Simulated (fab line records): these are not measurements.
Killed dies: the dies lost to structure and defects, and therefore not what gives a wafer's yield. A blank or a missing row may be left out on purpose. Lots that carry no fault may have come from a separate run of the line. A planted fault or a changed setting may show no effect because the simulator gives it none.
fab line records ; flow ritCmos
record: lots: 6; wafers: 18; lastDay: 7
route steps=202 shown PSD@143 SDANNEAL@153 M1@202
lots untouched by any fault: they come from a run of this same line in which no faults occurred
startH: start of the lot's first displayed wafer, in hours after the record's first day ; waitH: hours since the lot's step before ; " identical to the entry in the row above ; L1.1+2: a row that stands for several wafers ; - no value present, or no start provided ; * or withheld: withheld ; < > ~ a bound
route shown NAME@n: a module of which the file shows steps, and the number in the route of the first ; usual: mean/standard deviation of fault-free wafers ; same: alike in all rows ; chamber/n: place in a boat ; sites: the reading at each site ; _std_site: their standard deviation ; _edge_site: mean of outer sites minus mean of inner sites ; radiusMm: for every site, how far away it sits from the centre of the wafer ; mask NAME#n: copy n ; behind: the tool/chamber that last shaped the wafer ; hold: cause of the lot's hold/its duration in hours/its outcome ; device: transistor that didn't switch, given as n, p or np ; end of line: tests run on the same wafers once the route is complete ; for a step that has no rows: nothing shown but its recipe ; killed: at the first sort, the dies lost to defects and structure; wafer yield is something else ; map: dies across one wafer; x = killed, . = not, _ = none there
set.NAME: setting as actually run; set.NAME@STEP: the setting as run at that earlier step ; model.NAME: the simulator's own value behind a step, which no gauge read
a table for each step, a row for each wafer; lots at some steps of the route
services: when a tool's chamber went out of use (startH, in hours from the record's first day, below 0 if earlier), for how many hours, and the reason
== steps ==
step: RIT_PSD_COAT_01
recipe: resist: NOVOLAK; spinRpm: 3250; resistThkNm: 1000
step: RIT_PSD_SOFTBAKE_02
recipe: resist: NOVOLAK; tempC: 88.81; timeS: 60
step: RIT_PSD_EXPOSE_03
recipe: maskId: M10; na: 0.57; targetCdNm: 40900; doseMj: 250
step: RIT_PSD_PEB_04
recipe: resist: NOVOLAK; tempC: withheld; timeS: withheld
step: RIT_PSD_DEVELOP_05
recipe: resist: NOVOLAK; developTimeS: 50; devTempC: 23
step: RIT_PSD_OVL_MEAS_06
usual: PSD_OVL: -0.1/1.3
lot.wafer;tool;chamber;startH;waitH;PSD_OVL[nm]
L718.1;overlay-01;-;79.04;-;-0.9
L718.5;overlay-01;-;79.04;-;-1.5
L718.6;overlay-01;-;79.04;-;-0.1
L722.1;overlay-01;-;95.98;-;-0.2
L722.2;overlay-01;-;95.98;-;1.1
L722.4;overlay-01;-;95.98;-;0.7
L724.1;overlay-01;-;111.51;-;-1.0
L724.3;overlay-01;-;111.51;-;-0.5
L724.6;overlay-01;-;111.51;-;-0.8
L733.1;overlay-01;-;154.72;-;-1.2
L733.3;overlay-01;-;154.72;-;-1.3
L733.5;overlay-01;-;154.72;-;0.5
L735.1;overlay-01;-;163.91;-;0.9
L735.3;overlay-01;-;163.91;-;0.8
L735.5;overlay-01;-;163.91;-;1.0
L736.1;overlay-02;-;167.89;-;-1.2
L736.3;overlay-02;-;167.89;-;-1.3
L736.6;overlay-02;-;167.89;-;-1.0
step: RIT_PSD_HARDBAKE_07
recipe: resist: NOVOLAK; tempC: 140; timeS: 60
step: RIT_PSD_IMPLANT_08
recipe: species: BF2; energyKev: 27; doseCm2: 5e+15; tiltDeg: 7
step: RIT_PSD_STRIP_09
recipe: chemistry: O2; timeS: 180; resist: NOVOLAK; platenTempC: withheld; powerW: 500; pressureMtorr: 4000; o2FlowSccm: 4000
usual: drypumpMotorCurrentA: 5.8/0.57; o2FlowSccm: 4000/13
same: timeS: 180
lot.wafer;tool;chamber;startH;waitH;drypumpMotorCurrentA;o2FlowSccm;rfHoursCounterH
L718.1;plasmaAsher-03;1;79.38;0.1;4.8;3995;26
L718.5;plasmaAsher-03;1;79.38;0.1;4.9;4018;-
L718.6;plasmaAsher-03;0;79.38;0.1;6.4;3992;-
L722.1;plasmaAsher-03;0;96.32;0.1;6.4;4008;27
L722.2;plasmaAsher-03;1;96.32;0.1;4.9;4014;27
L722.4;plasmaAsher-03;1;96.32;0.1;4.9;3992;-
L724.1;plasmaAsher-01;0;111.90;0.2;5.3;3980;50
L724.3;plasmaAsher-01;1;111.90;0.2;6.5;4003;-
L724.6;plasmaAsher-01;1;111.90;0.2;6.5;3988;-
L733.1;plasmaAsher-02;0;155.06;0.1;5.7;4015;5
L733.3;plasmaAsher-02;0;155.06;0.1;5.7;4001;-
L733.5;plasmaAsher-02;0;155.06;0.1;5.7;4018;-
L735.1;plasmaAsher-02;1;164.25;0.1;5.8;3999;6
L735.3;plasmaAsher-02;1;164.25;0.1;5.8;4005;-
L735.5;plasmaAsher-02;0;164.25;0.1;5.7;4019;-
L736.1;plasmaAsher-02;1;168.22;0.1;5.8;3994;6
L736.3;plasmaAsher-02;1;168.22;0.1;5.8;3993;-
L736.6;plasmaAsher-02;0;168.22;0.1;5.7;3990;-
step: RIT_PSD_TW_MEAS_10
usual: PSD_TW: 3484/19
lot.wafer;tool;chamber;startH;waitH;PSD_TW
L718.1;filmMetro-03;-;79.55;0.1;3457
L718.5;filmMetro-03;-;79.55;0.1;3464
L718.6;filmMetro-03;-;79.55;0.1;3457
L722.1;filmMetro-03;-;96.49;0.1;3482
L722.2;filmMetro-03;-;96.49;0.1;3465
L722.4;filmMetro-03;-;96.49;0.1;3490
L724.1;filmMetro-02;-;112.08;0.1;3488
L724.3;filmMetro-02;-;112.08;0.1;3495
L724.6;filmMetro-02;-;112.08;0.1;3492
L733.1;filmMetro-04;-;155.23;0.1;3489
L733.3;filmMetro-04;-;155.23;0.1;3508
L733.5;filmMetro-04;-;155.23;0.1;3491
L735.1;filmMetro-02;-;164.42;0.1;3482
L735.3;filmMetro-02;-;164.42;0.1;3491
L735.5;filmMetro-02;-;164.42;0.1;3493
L736.1;filmMetro-03;-;168.40;0.1;3465
L736.3;filmMetro-03;-;168.40;0.1;3477
L736.6;filmMetro-03;-;168.40;0.1;3451
step: RIT_SDANNEAL_CLEAN_00
recipe: chemistry: SC1; mix: 3:3:50; timeS: 600; tempC: 75
step: RIT_SDANNEAL_CLEAN_01
recipe: chemistry: dHF; dilution: 50:1; timeS: 30
step: RIT_SDANNEAL_CLEAN_02
recipe: chemistry: SC2; mix: 3:3:50; timeS: 600; tempC: 75; dry: n2Spin
usual: runLengthS: 628/3.8
lot.wafer;tool;chamber;startH;waitH;runLengthS
L718.1;wetBench-01;1;79.81;0.0;626
L718.5;wetBench-01;1;79.81;0.0;626
L718.6;wetBench-01;1;79.81;0.0;626
L722.1;wetBench-04;3;96.76;0.0;338
L722.2;wetBench-04;3;96.76;0.0;338
L722.4;wetBench-04;3;96.76;0.0;338
L724.1;wetBench-04;3;112.33;0.0;331
L724.3;wetBench-04;3;112.33;0.0;331
L724.6;wetBench-04;3;112.33;0.0;331
L733.1;wetBench-03;1;155.48;0.0;631
L733.3;wetBench-03;1;155.48;0.0;631
L733.5;wetBench-03;1;155.48;0.0;631
L735.1;wetBench-03;0;164.68;0.0;633
L735.3;wetBench-03;0;164.68;0.0;633
L735.5;wetBench-03;0;164.68;0.0;633
L736.1;wetBench-04;2;168.69;0.0;627
L736.3;wetBench-04;2;168.69;0.0;627
L736.6;wetBench-04;2;168.69;0.0;627
step: RIT_SDANNEAL_RTA_03
recipe: tempC: 1050; timeS: 5; idleTempC: 600; rampUpCPerS: 342; rampDownCPerS: 171; coolToC: 600; ambient: N2
usual: chamberO2Ppm: 1.998/0.02; rampUpCPerS: 342.00/0.061; wafer_temp_C_max: 1053.5/1.1
same: timeS: 5
lot.wafer;tool;chamber;startH;waitH;chamberO2Ppm;rampUpCPerS;wafer_temp_C_max
L718.1;rtpAnneal-01;0;79.98;0.0;1.996;342.11;1054.9
L718.5;rtpAnneal-01;0;79.98;0.0;2.011;341.99;1053.7
L718.6;rtpAnneal-01;0;79.98;0.0;1.971;341.95;1055.7
L722.1;rtpAnneal-01;0;96.95;0.1;1.970;341.94;1054.9
L722.2;rtpAnneal-01;0;96.95;0.1;1.984;342.01;1055.4
L722.4;rtpAnneal-01;0;96.95;0.1;1.975;342.08;1051.5
L724.1;rtpAnneal-01;0;112.50;0.1;1.992;342.02;1054.1
L724.3;rtpAnneal-01;0;112.50;0.1;1.999;342.07;1052.3
L724.6;rtpAnneal-01;0;112.50;0.1;2.022;342.08;1053.1
L733.1;rtpAnneal-02;0;155.68;0.0;1.998;342.02;1053.8
L733.3;rtpAnneal-02;0;155.68;0.0;1.993;342.01;1054.3
L733.5;rtpAnneal-02;0;155.68;0.0;1.985;341.97;1053.9
L735.1;rtpAnneal-02;0;164.87;0.0;1.999;342.00;1053.4
L735.3;rtpAnneal-02;0;164.87;0.0;2.005;342.08;1053.2
L735.5;rtpAnneal-02;0;164.87;0.0;1.974;342.06;1053.0
L736.1;rtpAnneal-01;0;168.86;0.0;1.992;342.02;1053.0
L736.3;rtpAnneal-01;0;168.86;0.0;1.994;341.99;1053.9
L736.6;rtpAnneal-01;0;168.86;0.0;2.019;341.97;1052.6
step: RIT_M1_PROBE_99
usual: killedAtFrontEnd: 7/3.3; killedDies: 7/3.3; killedOpen: 3.3/1.9; killedShort: 3.6/2.1
same: grossDies: 264; killed_at_M0_to_M3: 0; killed_at_M4_up: 0; killedAtBackSide: 0; killedAtContacts: 0; killedAtOther: 0
lot.wafer;tool;chamber;startH;waitH;killedAtFrontEnd;killedDies;killedOpen;killedShort
L718.1;prober-02;-;87.56;0.1;10;10;5;5
L718.5;prober-02;-;87.76;0.2;4;4;1;3
L718.6;prober-02;-;87.81;0.2;3;3;1;2
L722.1;prober-02;-;104.41;0.1;7;7;3;4
L722.2;prober-02;-;104.46;0.1;12;12;5;7
L722.4;prober-02;-;104.56;0.2;13;13;7;6
L724.1;prober-02;-;119.85;0.1;7;7;3;4
L724.3;prober-02;-;119.95;0.2;7;7;4;3
L724.6;prober-02;-;120.10;0.2;10;10;6;4
L733.1;prober-01;-;163.08;0.1;12;12;7;5
L733.3;prober-01;-;163.18;0.2;5;5;2;3
L733.5;prober-01;-;163.28;0.2;4;4;1;3
L735.1;prober-01;-;172.33;0.1;3;3;1;2
L735.3;prober-01;-;172.43;0.2;11;11;7;4
L735.5;prober-01;-;172.53;0.2;9;9;4;5
L736.1;prober-02;-;176.68;0.1;6;6;2;4
L736.3;prober-02;-;176.78;0.2;4;4;1;3
L736.6;prober-02;-;176.93;0.2;6;6;1;5
killed by level:class
L718.1 GATE:geometricParticle:short=2 FOX1:geometricParticle:short=1 FOX1:geometricParticle:open=1 FOX2:geometricParticle:open=1 GATE:geometricParticle:open=1 REOX:geometricParticle:short=1 SPACER:geometricParticle:open=1 SPACER:geometricParticle:short=1
L718.5 FOX1:geometricParticle:short=2 GATE:geometricParticle:short=1 SILICIDE:geometricParticle:open=1
L718.6 FOX1:geometricParticle:short=1 GATE:geometricParticle:short=1 SPACER:geometricParticle:open=1
L722.1 GATE:geometricParticle:short=2 FOX2:geometricParticle:open=1 REOX:geometricParticle:short=1 SPACER:geometricParticle:open=1 SPACER:geometricParticle:short=1 SILICIDE:geometricParticle:open=1
L722.2 SPACER:geometricParticle:short=3 FOX2:geometricParticle:short=2 SILICIDE:geometricParticle:open=2 FOX1:geometricParticle:open=1 GATE:geometricParticle:short=1 GATE:geometricParticle:open=1 SPACER:geometricParticle:open=1 SILICIDE:geometricParticle:short=1
L722.4 GATE:geometricParticle:short=3 SILICIDE:geometricParticle:open=3 REOX:geometricParticle:open=2 SILICIDE:geometricParticle:short=2 FOX1:geometricParticle:open=1 FOX2:geometricParticle:short=1 GATE:geometricParticle:open=1
L724.1 GATE:geometricParticle:short=4 FOX1:geometricParticle:open=1 FOX2:geometricParticle:open=1 GATE:geometricParticle:open=1
L724.3 GATE:geometricParticle:open=3 SPACER:geometricParticle:short=2 FOX1:geometricParticle:open=1 GATE:geometricParticle:short=1
L724.6 FOX1:geometricParticle:short=2 GATE:geometricParticle:short=2 SPACER:geometricParticle:open=2 FOX1:geometricParticle:open=1 GATE:geometricParticle:open=1 REOX:geometricParticle:open=1 SILICIDE:geometricParticle:open=1
L733.1 GATE:geometricParticle:open=2 GATE:geometricParticle:short=2 REOX:geometricParticle:open=2 SILICIDE:geometricParticle:short=2 FOX2:geometricParticle:open=1 SPACER:geometricParticle:open=1 SPACER:geometricParticle:short=1 SILICIDE:geometricParticle:open=1
L733.3 REOX:geometricParticle:open=2 FOX2:geometricParticle:short=1 GATE:geometricParticle:short=1 REOX:geometricParticle:short=1
L733.5 GATE:geometricParticle:short=2 FOX1:geometricParticle:short=1 REOX:geometricParticle:open=1
L735.1 FOX1:geometricParticle:short=1 GATE:geometricParticle:short=1 SILICIDE:geometricParticle:open=1
L735.3 GATE:geometricParticle:open=3 FOX1:geometricParticle:open=2 SPACER:geometricParticle:short=2 FOX1:geometricParticle:short=1 GATE:geometricParticle:short=1 SPACER:geometricParticle:open=1 SILICIDE:geometricParticle:open=1
L735.5 GATE:geometricParticle:open=2 GATE:geometricParticle:short=2 FOX1:geometricParticle:short=1 FOX2:geometricParticle:open=1 SPACER:geometricParticle:short=1 SILICIDE:geometricParticle:short=1 SILICIDE:geometricParticle:open=1
L736.1 GATE:geometricParticle:short=2 GATE:geometricParticle:open=1 REOX:geometricParticle:short=1 SPACER:geometricParticle:short=1 SILICIDE:geometricParticle:open=1
L736.3 SPACER:geometricParticle:short=2 FOX2:geometricParticle:short=1 GATE:geometricParticle:open=1
L736.6 FOX1:geometricParticle:short=2 GATE:geometricParticle:short=2 FOX2:geometricParticle:short=1 GATE:geometricParticle:open=1
== services ==
tool;chamber;startH;hours;kind
rtpAnneal-01;-;68.49;3.4;pm
wetBench-03;-;79.36;2.7;repair
plasmaAsher-03;-;99.91;28.1;pm
plasmaAsher-02;-;108.75;9.0;pm
plasmaAsher-02;0;108.75;9.0;ventCycle
plasmaAsher-02;1;108.75;9.0;ventCycle
wetBench-03;-;111.24;2.2;repair
plasmaAsher-02;0;117.75;-;clean
plasmaAsher-02;1;117.75;-;clean
plasmaAsher-01;-;129.07;1.5;repair
plasmaAsher-03;-;136.23;5.4;repair
== key ==
firstSign: step: RIT_SDANNEAL_CLEAN_02; reading: runLengthS; direction: down; sigmas: 77; usual: *; struck: *
effect none on later readings
metAt RIT_SDANNEAL_CLEAN_02
struckWafers L722.1,L722.2,L722.4,L724.1,L724.3,L724.6
testerLeftOut L722,L724
fault: kind: processParameterDrift; tool: wetBench-04; chamber: -; onsetH: 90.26; steps: RIT_SDANNEAL_CLEAN_02; channel: timeS; offset: *; shape: step; endH: 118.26; actsIn: *; stated: *
testerLeftOut: of these lots the tester's yield and bins aren't shown, on N5 and GAA mostly nor the transistor test; their killed dies are dies lost to structure and defects alone, not to doping, threshold or leakage, so they don't give the yield
